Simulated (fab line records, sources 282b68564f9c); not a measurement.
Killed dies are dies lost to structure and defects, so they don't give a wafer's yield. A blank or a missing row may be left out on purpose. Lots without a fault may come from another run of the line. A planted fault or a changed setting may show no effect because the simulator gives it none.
Problem report in the 8D (eight disciplines) form, filled by code | flow rit_cmos | the parts of the form that need people (team, actions taken, sign-off) are left out

1. THE PROBLEM
SILICIDE_TI_RS at RIT_SILICIDE_RS_MEAS_02 reads a mean of 56.3 ohm/sq on 1 wafer of 1 lot; wafers without a fault read 47.8 ohm/sq with a standard deviation of 0.95. That is +8.9 standard deviations from the usual mean.
The step: measures by four-point-probe.
First seen on wafer L852.4, day 7 11:38, on film_metro-01. The record holds 39 wafers of 13 lots with a number at this step. Rule for "out", or "out of limits": more than 4 standard deviations from the usual mean. The other wafers with a number count as sound.

2. WHAT IT IS AND WHAT IT IS NOT
question                    | is               | is not
which readings at this step | SILICIDE_TI_RS   | -
which lots                  | L852             | L831, L832, L836, L837, L838, L839, L840, L841, L842, L844, L847, L853
which wafers of those lots  | L852.4           | L852.1, L852.5
read on which gauges        | film_metro-01    | film_metro-02, film_metro-03
when                        | from day 7 11:38 | up to then (35 sound wafers); but 3 sound wafers of L853 came after

3. SUSPECTS, AND WHAT RULES EACH OUT
Counting: a tool at a process step up to the reading stays a suspect if it ran every lot that is out. Sound lots after the first of them don't rule it out here, since some wafers of a struck lot are sound.
- the gauge at RIT_SILICIDE_RS_MEAS_02: kept. All the wafers that are out were read on film_metro-01, and no step on other tools shows them out.
- pvd_sputter-03 at RIT_SILICIDE_SPUTTER_01 (material Ti, target thk 30 nm, time 240 s): kept. It ran the lot that is out, L852 (day 7 11:29); its last sound lot up to then is L844 (day 5 19:46).
Left after counting: pvd_sputter-03 at RIT_SILICIDE_SPUTTER_01, film_metro-01 at RIT_SILICIDE_RS_MEAS_02.

4. THE CAUSE (what the simulator had put in)
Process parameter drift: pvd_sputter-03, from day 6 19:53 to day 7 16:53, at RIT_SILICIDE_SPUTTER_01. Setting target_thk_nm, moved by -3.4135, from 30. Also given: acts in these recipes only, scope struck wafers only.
Counting left 2 suspects, and this tool is among them.

5. THE CHAIN OF EFFECTS, in route order
Each row: a reading whose mean over the struck wafers that have a number lies more than 3 standard deviations from the usual. Only readings for which the record gives a usual standard deviation are gone through. hours: the time from each lot's start at the first step in this table that gives one to its start at this step, as a median over the lots. sigmas: the change in usual standard deviations.
hours | step                     | reading         | usual       | on struck wafers | change | sigmas
0     | RIT_SILICIDE_RS_MEAS_02  | SILICIDE_TI_RS  | 47.8 ohm/sq | 56.3             | +8.5   | +8.9
0     | RIT_SILICIDE_THK_MEAS_03 | SILICIDE_TI_THK | 30.0 nm     | 26.3             | -3.7   | -7.6
Later measuring or inspecting steps at which every struck wafer that the step has a row for has a number for every such reading, and none has moved that far: RIT_M1_CD_MEAS_09.

6. WHAT WOULD HAVE CAUGHT IT SOONER
In this record the first reading out of limits at a measuring or inspecting step was taken at day 7 11:38, 16 hours after the fault began at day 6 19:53.
Of the tool readings at RIT_SILICIDE_SPUTTER_01 for which the record gives a usual standard deviation, none was out on any struck wafer, so an alarm limit of 4 standard deviations on them would not have fired.
All the lots that are out (1) had begun RIT_SILICIDE_SPUTTER_01 on pvd_sputter-03 by day 7 11:38. A hold on the tool at that time would have spared none of them.
